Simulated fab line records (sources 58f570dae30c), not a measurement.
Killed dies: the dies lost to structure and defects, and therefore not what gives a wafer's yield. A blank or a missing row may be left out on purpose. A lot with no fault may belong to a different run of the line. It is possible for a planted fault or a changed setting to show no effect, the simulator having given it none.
Which tool is to blame? | flow berkeleyCmos170 | Sampling: 15 lots, 45 wafers, 2 of 331 route steps

## WHAT THE GAUGES READ, wafer by wafer
UCB170_CONTACT_CD_MEAS_90 targets a cd of 700 nm.
lot  | measured     | on       | cdNm (nm)
L331 | day 7 00:29  | cdSem-02 | 701.0 700.4 699.8
L332 | day 7 00:32  | cdSem-01 | 699.1 699.4 701.1
L336 | day 7 19:04  | cdSem-01 | 699.7 698.3 698.3
L341 | day 8 23:12  | cdSem-01 | - - -
L340 | day 9 01:34  | cdSem-01 | - - -
L342 | day 9 05:01  | cdSem-02 | - - -
L343 | day 9 08:30  | cdSem-02 | 697.2 697.7 699.2
L345 | day 10 00:37 | cdSem-01 | 696.9 698.9 698.3
L347 | day 10 12:20 | cdSem-01 | 700.9 698.2 699.5
L348 | day 10 21:43 | cdSem-02 | 698.1 699.9 699.3
L349 | day 10 22:31 | cdSem-02 | 699.8 700.7 699.8
L350 | day 11 07:30 | cdSem-02 | 699.2 701.8 698.1
L352 | day 11 18:07 | cdSem-01 | 701.9 700.4 700.4
L351 | day 11 18:58 | cdSem-01 | 702.0 702.2 700.2
L353 | day 12 03:26 | cdSem-01 | 699.1 698.2 699.0

## WHICH TOOL RAN EACH LOT (tool, then ch and the chambers of the sampled wafers, then the start)
lot  | UCB170_CONTACT_ETCH_18
L331 | rieDiel-01 ch 0,3, day 7 00:00
L332 | rieDiel-04 ch 1,2,3, day 7 00:00
L336 | rieDiel-04 ch 0,1,3, day 7 18:00
L341 | rieDiel-01 ch 1,2, day 8 22:00
L340 | rieDiel-01 ch 1,2,3, day 9 01:00
L342 | rieDiel-04 ch 0,1,3, day 9 04:00
L343 | rieDiel-01 ch 0,1,2, day 9 08:00
L345 | rieDiel-02 ch 2,3, day 10 00:00
L347 | rieDiel-01 ch 1,3, day 10 12:00
L348 | rieDiel-01 ch 0,1,3, day 10 21:00
L349 | rieDiel-04 ch 1,3, day 10 22:00
L350 | rieDiel-02 ch 0,3, day 11 07:00
L352 | rieDiel-04 ch 2,3, day 11 17:00
L351 | rieDiel-04 ch 0,1,3, day 11 18:00
L353 | rieDiel-04 ch 1,2, day 12 03:00
- UCB170_CONTACT_ETCH_18: etches PSG in CHF3/CF4/Ar, stops on TiSi2, target depth 840 nm, time 195 s.

## WHAT THE TOOLS THEMSELVES READ (means of the sampled wafers that have a number; where no wafer has one, the mark that the record gives instead)
UCB170_CONTACT_ETCH_18.
lot  | tool       | CHF3_flow_sccm (sccm) | cf4FlowSccm (sccm) | drypumpMotorCurrentA (A) | mfcArSccm (sccm) | oesProductAu (a.u.) | rfFwdPowerW (W) | throttleValvePct (%)
L331 | rieDiel-01 | 44.97                 | 15.00              | 5.5                      | 149.4            | 0.889               | 696.0           | 6.96
L332 | rieDiel-04 | 45.06                 | 14.99              | 6.0                      | 149.9            | 0.895               | 695.8           | 7.09
L336 | rieDiel-04 | 44.97                 | 15.02              | 6.0                      | 149.8            | 0.897               | 699.5           | 7.07
L341 | rieDiel-01 | -                     | -                  | -                        | -                | -                   | -               | -
L340 | rieDiel-01 | -                     | -                  | -                        | -                | -                   | -               | -
L342 | rieDiel-04 | -                     | -                  | -                        | -                | -                   | -               | -
L343 | rieDiel-01 | 44.95                 | 15.00              | 5.8                      | 150.0            | 0.878               | 698.8           | 6.86
L345 | rieDiel-02 | 45.10                 | 15.00              | 6.1                      | 149.9            | 0.894               | 698.1           | 6.82
L347 | rieDiel-01 | 44.90                 | 14.98              | 5.2                      | 149.9            | 0.888               | 696.3           | 6.86
L348 | rieDiel-01 | 44.99                 | 15.01              | 5.5                      | 150.2            | 0.883               | 698.7           | 6.89
L349 | rieDiel-04 | 45.05                 | 15.00              | 6.1                      | 150.6            | 0.903               | 698.0           | 7.08
L350 | rieDiel-02 | 45.03                 | 14.97              | 6.2                      | 150.1            | 0.884               | 696.2           | 6.82
L352 | rieDiel-04 | 45.05                 | 15.02              | 6.3                      | 149.9            | 0.898               | 696.5           | 7.10
L351 | rieDiel-04 | 45.01                 | 15.04              | 6.0                      | 150.6            | 0.893               | 698.3           | 7.08
L353 | rieDiel-04 | 45.01                 | 15.00              | 5.8                      | 150.4            | 0.896               | 698.9           | 7.09

## THE ANSWER, worked out from the rows above alone
Rule: the lots themselves supply what counts as usual. The widest of any qualifying gaps counts: lots, ordered by their means at a reading, are off when they make up no more than a third of the lots, leave a main group of 4 or more, and stand apart from it by 3 or more times the standard deviation of that group's means. If all means in a main group match to the digits the tables above print for the reading, that group is not used. A lot without any number at a reading at which 4 lots or more have one is off too. All remaining lots with rows at the step are treated as sound. First the gauges in route order, then the tools' own readings, where a lot's mean is used as printed above. The first step at which some lot is off is used, and at that step the reading that is off furthest; a lot without a number counts as furthest.
Off, at UCB170_CONTACT_CD_MEAS_90 on cdNm: L341, L340, L342. Without a number there: L341, L340, L342. The main group has a mean of 699.6 nm with a standard deviation of 1.
If a tool, at a process step before that reading, ran all the lots that are off and no sound lot after the first of them, it fits. The gauges at UCB170_CONTACT_CD_MEAS_90 aren't tried: what is off there is off at UCB170_CONTACT_ETCH_18 too, on other tools, and a gauge's error can't cause that. No candidate that was tried fits.

## WHAT THE SIMULATOR HAD PUT IN
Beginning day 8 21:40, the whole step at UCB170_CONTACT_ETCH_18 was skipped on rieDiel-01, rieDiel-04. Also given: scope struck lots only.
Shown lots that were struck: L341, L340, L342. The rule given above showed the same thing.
